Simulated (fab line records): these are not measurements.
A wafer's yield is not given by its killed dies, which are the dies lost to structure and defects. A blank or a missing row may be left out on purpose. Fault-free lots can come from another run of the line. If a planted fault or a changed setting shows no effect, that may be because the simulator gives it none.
What tool caused it?    flow rit_cmos    14 lots, 42 wafers sampled, at 6 steps of a route of 202

## WHAT THE GAUGES SHOWED, per wafer
RIT_FOX1_THK_MEAS_01. Usual: FOX1_OXIDE_THK typically reads 351 nm, with standard deviation 7.7.
lot   measured     on             FOX1_OXIDE_THK (nm)  flag
L585  day 2 09:57  film_metro-04  360 360 354          
L586  day 2 16:21  film_metro-03  342 342 339          
L587  day 2 21:04  film_metro-04  359 361 357          
L588  day 3 00:33  film_metro-03  361 363 367          
L589  day 3 09:08  film_metro-02  358 358 357          
L590  day 3 13:47  film_metro-02  337 343 341          
L591  day 3 19:52  film_metro-04  364 361 364          
L593  day 4 03:35  film_metro-03  355 358 366          
L594  day 4 06:28  film_metro-03  348 348 351          
L595  day 4 11:23  film_metro-02  360 360 356          
L599  day 5 12:06  film_metro-04  348 352 359          
L600  day 5 16:19  film_metro-02  355 357 359          
L603  day 6 09:49  film_metro-04  342 341 345          
L605  day 6 23:06  film_metro-04  355 350 353          

RIT_FOX2_THK_MEAS_01. Usual: FOX2_OXIDE_THK typically reads 353 nm, with standard deviation 6.1.
lot   measured     on             FOX2_OXIDE_THK (nm)  flag
L585  day 2 11:52  film_metro-04  357 358 361          
L586  day 2 20:13  film_metro-01  352 349 362          
L587  day 2 22:35  film_metro-03  355 354 355          
L588  day 3 02:02  film_metro-01  353 357 364          
L589  day 3 15:05  film_metro-04  351 352 351          
L590  day 3 18:33  film_metro-01  354 351 353          
L591  day 3 21:39  film_metro-01  340 345 342          
L593  day 4 07:13  film_metro-04  347 341 346          
L594  day 4 08:52  film_metro-03  351 349 348          
L595  day 4 12:53  film_metro-01  357 355 348          
L599  day 5 15:18  film_metro-04  351 349 355          
L600  day 5 18:45  film_metro-04  349 345 342          
L603  day 6 12:27  film_metro-04  358 351 349          
L605  day 7 04:17  film_metro-03  348 349 349          

RIT_NWELL_TW_MEAS_10. Usual: NWELL_TW typically reads 2160, with standard deviation 19.
lot   measured     on             NWELL_TW                       flag
L585  day 2 14:17  film_metro-01  2150 2132 2133                 
L586  day 2 22:46  film_metro-04  2175 2175 2172                 
L587  day 3 01:19  film_metro-02  2186 2179 2182                 
L588  day 3 04:41  film_metro-01  2151 2136 2150                 
L589  day 3 17:43  film_metro-02  2174 2164 2184                 
L590  day 3 21:10  film_metro-01  2139 2138 2138                 
L591  day 4 00:05  film_metro-04  2167 2170 2177                 
L593  day 4 09:55  film_metro-01  2148 2156 2156                 
L594  day 4 11:17  film_metro-04  2187 2193 2185                 
L595  day 4 15:19  film_metro-04  2179 2185 2181                 
L599  day 5 17:52  film_metro-02  2162 2153 2155                 
L600  day 5 21:18  film_metro-01  2379 2382 2374 2388 2390 2389  OFF
L603  day 6 14:53  film_metro-01  2393 2396 2389 2386 2394 2393  OFF
L605  day 7 06:47  film_metro-04  2171 2179 2160                 

RIT_WELLDRIVE_RS_MEAS_01: measurement is done with a four-point probe. Usual: NWELL_RS typically reads 275.5 ohm/sq, with standard deviation 0.85.
lot   measured     on             NWELL_RS (ohm/sq)                    flag
L585  day 2 21:06  film_metro-01  275.4 275.6 275.9                    
L586  day 3 05:29  film_metro-01  275.9 275.9 276.1                    
L587  day 3 10:32  film_metro-02  274.4 274.7 274.7                    
L588  day 3 14:16  film_metro-01  274.8 276.4 275.8                    
L589  day 4 00:57  film_metro-01  277.1 276.3 277.0                    
L590  day 4 05:08  film_metro-04  275.6 275.4 276.2                    
L591  day 4 08:40  film_metro-04  275.9 276.1 276.0                    
L593  day 4 16:45  film_metro-02  274.3 274.8 274.2                    
L594  day 4 18:01  film_metro-04  273.9 273.7 274.8                    
L595  day 4 23:25  film_metro-04  274.8 274.7 275.1                    
L599  day 6 01:29  film_metro-01  276.7 276.0 276.1                    
L600  day 6 07:28  film_metro-04  223.1 222.6 223.1 223.0 223.1 222.8  OFF
L603  day 7 02:56  film_metro-02  223.0 223.7 223.2 223.2 223.5 223.2  OFF
L605  day 7 14:04  film_metro-01  276.8 276.8 276.8                    

## EACH LOT AND THE TOOL THAT RAN IT (in order: tool; ch and the chambers of the sampled wafers; start)
lot   RIT_ACTIVE_STRIP_14                  RIT_NWELL_IMPLANT_08
L585  plasma_asher-01 ch 0,1, day 2 06:27  implanter-03 ch 0, day 2 13:59
L586  plasma_asher-01 ch 0,1, day 2 13:15  implanter-04 ch 0, day 2 22:29
L587  plasma_asher-02 ch 0,1, day 2 16:50  implanter-03 ch 0, day 3 00:59
L588  plasma_asher-01 ch 0,1, day 2 22:37  implanter-04 ch 0, day 3 04:23
L589  plasma_asher-04 ch 0,1, day 3 03:03  implanter-04 ch 0, day 3 17:23
L590  plasma_asher-04 ch 0,1, day 3 08:32  implanter-02 ch 0, day 3 20:51
L591  plasma_asher-02 ch 0,1, day 3 16:17  implanter-04 ch 0, day 3 23:45
L593  plasma_asher-01 ch 0,1, day 4 00:55  implanter-03 ch 0, day 4 09:36
L594  plasma_asher-01 ch 0,1, day 4 02:54  implanter-04 ch 0, day 4 11:00
L595  plasma_asher-02 ch 1, day 4 09:23    implanter-03 ch 0, day 4 15:00
L599  plasma_asher-04 ch 0,1, day 5 08:22  implanter-04 ch 0, day 5 17:33
L600  plasma_asher-04 ch 0,1, day 5 13:27  implanter-03 ch 0, day 5 20:59
L603  plasma_asher-01 ch 0,1, day 6 05:35  implanter-03 ch 0, day 6 14:36
L605  plasma_asher-04 ch 0, day 6 18:01    implanter-02 ch 0, day 7 06:28
- RIT_ACTIVE_STRIP_14: strips in O2, time 180 s.
- RIT_NWELL_IMPLANT_08

## AS READ BY THE TOOLS THEMSELVES (means over the sampled wafers that have a number; for cases with no such wafer, the mark the record gives instead)
RIT_ACTIVE_STRIP_14. Usual: drypump_motor_current_A 5.8 A, standard deviation 0.54; rf_refl_power_W 7.0 W, standard deviation 1.6.
lot   tool             drypump_motor_current_A (A)  rf_refl_power_W (W)  flag
L585  plasma_asher-01  6.0                          7.1                  
L586  plasma_asher-01  6.0                          6.9                  
L587  plasma_asher-02  6.1                          6.3                  
L588  plasma_asher-01  5.5                          8.1                  
L589  plasma_asher-04  5.4                          7.7                  
L590  plasma_asher-04  5.5                          7.8                  
L591  plasma_asher-02  6.1                          6.0                  
L593  plasma_asher-01  5.9                          7.1                  
L594  plasma_asher-01  6.0                          7.1                  
L595  plasma_asher-02  6.1                          6.9                  
L599  plasma_asher-04  5.8                          7.5                  
L600  plasma_asher-04  5.8                          7.7                  
L603  plasma_asher-01  5.5                          8.0                  
L605  plasma_asher-04  5.1                          8.4                  

RIT_NWELL_IMPLANT_08. Usual: dose_ions_cm2 5e+13, standard deviation 5.6e+10; faraday_current_uA 159, standard deviation 3.3.
lot   tool          dose_ions_cm2  faraday_current_uA  flag
L585  implanter-03  5e+13          156                 
L586  implanter-04  5e+13          159                 
L587  implanter-03  5e+13          159                 
L588  implanter-04  5e+13          158                 
L589  implanter-04  5e+13          159                 
L590  implanter-02  5e+13          157                 
L591  implanter-04  5e+13          160                 
L593  implanter-03  5e+13          157                 
L594  implanter-04  5e+13          158                 
L595  implanter-03  5e+13          158                 
L599  implanter-04  5e+13          157                 
L600  implanter-03  7e+13          233                 OFF
L603  implanter-03  7e+13          223                 OFF
L605  implanter-02  5e+13          153                 

## THE ANSWER, worked out from the rows above alone
Rule: take the mean of a lot's wafers that have a number; if it is more than 3 standard deviations from the usual mean, the lot is off. Also off: a lot with no number at a reading for which 4 or more lots have one. Where the step has rows for the other lots, those lots are counted as sound. The gauges are gone through in route order, then the tools' own readings, and for those a lot's mean is taken as printed above. At the first step where some lot is off, the reading lying furthest off is the one used; lots without a number count as furthest.
Off: L600, L603, seen at RIT_NWELL_TW_MEAS_10 (NWELL_TW).
If a tool, at a process step before that reading, ran all the lots that are off and no sound lot after the first of them, it fits. Not tried: the gauges at RIT_NWELL_TW_MEAS_10; whatever is off there is also off at RIT_WELLDRIVE_RS_MEAS_01, on other tools, and gauge error can't account for it. One fits: implanter-03 at RIT_NWELL_IMPLANT_08. A fault onset in the window from L595 (day 4 15:00, its last sound lot) to L600 (day 5 20:59, its first lot off) fits.
The tool's own readings at RIT_NWELL_IMPLANT_08 bear it out: on the lots that are off they differ by more than 5 times the standard deviation of the sound lots' means. dose_ions_cm2 reads 7e+13 there against 5e+13 on the sound lots; faraday_current_uA reads 228 there against 158 on the sound lots.

## WHAT HAD BEEN PUT IN BY THE SIMULATOR
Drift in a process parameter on implanter-03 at RIT_NWELL_IMPLANT_08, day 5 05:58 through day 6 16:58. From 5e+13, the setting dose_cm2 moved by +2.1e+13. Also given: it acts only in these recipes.
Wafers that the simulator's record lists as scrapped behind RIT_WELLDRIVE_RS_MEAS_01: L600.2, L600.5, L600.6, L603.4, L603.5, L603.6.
Lots struck among those shown: L600, L603. This agrees with what the rule above found.
